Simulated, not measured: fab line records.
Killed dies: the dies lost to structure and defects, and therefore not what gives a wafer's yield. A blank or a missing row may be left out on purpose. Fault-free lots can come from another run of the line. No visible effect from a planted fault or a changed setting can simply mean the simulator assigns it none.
Which tool was responsible? :: flow rit cmos :: route of 202 steps, sampled at 1 step: 14 lots, 40 wafers

WHAT THE GAUGES SHOWED, per wafer
No reading from a measuring or inspecting step in the record can be judged against a usual standard deviation.

EACH LOT AND THE TOOL THAT RAN IT (in order: tool; ch and the chambers of the sampled wafers; start)
lot: L475
RIT_SILICIDE_RTA_06: rtp anneal-01 ch 0, day 3 05:21

lot: L476
RIT_SILICIDE_RTA_06: rtp anneal-02 ch 0, day 3 12:19

lot: L477
RIT_SILICIDE_RTA_06: rtp anneal-01 ch 0, day 3 17:58

lot: L478
RIT_SILICIDE_RTA_06: rtp anneal-02 ch 0, day 3 20:17

lot: L479
RIT_SILICIDE_RTA_06: rtp anneal-01 ch 0, day 4 00:58

lot: L480
RIT_SILICIDE_RTA_06: rtp anneal-02 ch 0, day 4 07:52

lot: L481
RIT_SILICIDE_RTA_06: rtp anneal-01 ch 0, day 4 11:44

lot: L482
RIT_SILICIDE_RTA_06: rtp anneal-02 ch 0, day 4 22:18

lot: L484
RIT_SILICIDE_RTA_06: rtp anneal-02 ch 0, day 5 08:29

lot: L485
RIT_SILICIDE_RTA_06: rtp anneal-02 ch 0, day 5 08:41

lot: L487
RIT_SILICIDE_RTA_06: rtp anneal-02 ch 0, day 6 11:28

lot: L488
RIT_SILICIDE_RTA_06: rtp anneal-01 ch 0, day 6 19:58

lot: L496
RIT_SILICIDE_RTA_06: rtp anneal-01 ch 0, day 7 23:14

lot: L497
RIT_SILICIDE_RTA_06: rtp anneal-01 ch 0, day 8 05:01
- RIT_SILICIDE_RTA_06: time 10 s, ramp up 5 s, ramp down 10 s.

WHAT THE TOOLS THEMSELVES READ (means of the sampled wafers that have a number; where no wafer has one, the mark that the record gives instead)
RIT_SILICIDE_RTA_06.
lot: L475
tool: rtp anneal-01
wafer_temp_C_max: 753.9

lot: L476
tool: rtp anneal-02
wafer_temp_C_max: 752.6

lot: L477
tool: rtp anneal-01
wafer_temp_C_max: 753.6

lot: L478
tool: rtp anneal-02
wafer_temp_C_max: 752.5

lot: L479
tool: rtp anneal-01
wafer_temp_C_max: 753.7

lot: L480
tool: rtp anneal-02
wafer_temp_C_max: 752.9

lot: L481
tool: rtp anneal-01
wafer_temp_C_max: 754.0

lot: L482
tool: rtp anneal-02
wafer_temp_C_max: 752.7

lot: L484
tool: rtp anneal-02
wafer_temp_C_max: 750.0

lot: L485
tool: rtp anneal-02
wafer_temp_C_max: 749.3

lot: L487
tool: rtp anneal-02
wafer_temp_C_max: 749.2

lot: L488
tool: rtp anneal-01
wafer_temp_C_max: 753.9

lot: L496
tool: rtp anneal-01
wafer_temp_C_max: 753.7

lot: L497
tool: rtp anneal-01
wafer_temp_C_max: 753.6

THE ANSWER, worked out from the rows above alone
Rule: what is usual is taken from the lots themselves. The widest of any qualifying gaps counts: lots, ordered by their means at a reading, are off when they make up no more than a third of the lots, leave a main group of 4 or more, and stand apart from it by 3 or more times the standard deviation of that group's means. A main group whose means are all the same, to the digits that the tables above print for the reading, isn't used. A lot without any number at a reading at which 4 lots or more have one is off too. The other lots that the step has rows for count as sound. First the gauges in route order, then the tools' own readings, where a lot's mean is used as printed above. The first step at which some lot is off is used, and at that step the reading that is off furthest; a lot without a number counts as furthest.
Off: L484, L485, L487, at RIT_SILICIDE_RTA_06 (wafer_temp_C_max). Mean 753.4 and standard deviation 0.55 in the main group.
If a tool, at that step or one of the process steps before it, ran each lot that is off and ran no sound lot following the first of them, it fits. One fits: RIT_SILICIDE_RTA_06 on rtp anneal-02. A fault onset in the window from L482 (day 4 22:18, its last sound lot) to L484 (day 5 08:29, its first lot off) fits.
On the lots that are off, the tool's own readings at RIT_SILICIDE_RTA_06 differ by more than 5 times the standard deviation of the sound lots' means, which bears it out; wafer_temp_C_max reads 749.5 there versus 753.4 on the sound lots.

WHAT THE SIMULATOR HAD INSERTED
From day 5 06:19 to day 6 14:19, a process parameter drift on rtp anneal-02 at RIT_SILICIDE_RTA_06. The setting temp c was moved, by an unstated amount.
Shown lots that were struck: L484, L485, L487. Same finding as the rule above.
